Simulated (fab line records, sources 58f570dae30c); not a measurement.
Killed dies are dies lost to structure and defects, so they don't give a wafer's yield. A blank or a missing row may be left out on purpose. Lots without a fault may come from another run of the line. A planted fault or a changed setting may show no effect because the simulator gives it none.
Chamber matching | flow berkeley_cmos170 | UCB170_PWELL_ETCH_14 on rie_diel-04: 4 sister chambers
The step etches Si3N4 in CH3F/Ar/O2, stops on SiO2, target depth 242 nm, time 151 s. 14 wafers are shown with their chamber, then 7 later ones without.

WAFERS WITH THEIR CHAMBER
wafer  | chamber | drypump_motor_current_A (A) | throttle_valve_pct (%) | oes_product_au (a.u.)
L231.2 | 3       | 5.07                        | 8.14                   | 0.923
L231.5 | 1       | 5.55                        | 8.30                   | 0.945
L231.6 | 2       | 5.59                        | 7.91                   | 0.918
L234.2 | 1       | 5.55                        | 8.27                   | 0.948
L234.3 | 2       | 5.60                        | 7.93                   | 0.919
L234.4 | 0       | 5.40                        | 8.07                   | 0.960
L237.3 | 0       | 5.40                        | 8.07                   | 0.942
L237.5 | 2       | 5.61                        | 7.93                   | 0.914
L237.6 | 1       | 5.56                        | 8.28                   | 0.943
L243.2 | 0       | 5.39                        | 8.07                   | 0.947
L243.4 | 1       | 5.56                        | 8.29                   | 0.937
L243.5 | 3       | 5.06                        | 8.12                   | 0.928
L245.1 | 0       | 5.42                        | 8.07                   | 0.948
L245.4 | 3       | 5.05                        | 8.15                   | 0.945

SIGNATURES (means of the wafers above)
reading                 | chamber 0 | chamber 1 | chamber 2 | chamber 3 | scatter within a chamber
drypump_motor_current_A | 5.4025    | 5.5550    | 5.6000    | 5.0600    | 0.00987
throttle_valve_pct      | 8.0700    | 8.2850    | 7.9233    | 8.1367    | 0.0111
oes_product_au          | 0.94925   | 0.94325   | 0.91700   | 0.93200   | 0.00721
Rule: a wafer's distance from a chamber is the root of the sum, over the readings, of the square of ((its reading less the chamber's mean) divided by the reading's scatter). The wafer belongs to the nearest chamber; if the next one is less than 2 further off, it can't be placed. The scatter: the root of (the sum of the squares of (reading less its chamber's mean) over the shown wafers, divided by (wafers less chambers)).

WAFERS WITHOUT THEIR CHAMBER
wafer  | drypump_motor_current_A (A) | throttle_valve_pct (%) | oes_product_au (a.u.)
L245.5 | 5.61                        | 7.93                   | 0.931
L248.1 | 5.41                        | 8.06                   | 0.937
L248.3 | 5.59                        | 7.94                   | 0.931
L248.4 | 5.07                        | 8.14                   | 0.928
L251.4 | 5.55                        | 8.29                   | 0.953
L251.5 | 5.56                        | 8.30                   | 0.956
L251.6 | 5.61                        | 7.92                   | 0.934

WHICH CHAMBER EACH WENT THROUGH
wafer  | from the rows above | in truth
L245.5 | 2                   | 2
L248.1 | 0                   | 0
L248.3 | 2                   | 2
L248.4 | 3                   | 3
L251.4 | 1                   | 1
L251.5 | 1                   | 1
L251.6 | 2                   | 2
Placed correctly: 7 of 7. Can't be placed from these rows: 0. Placed wrongly: 0.
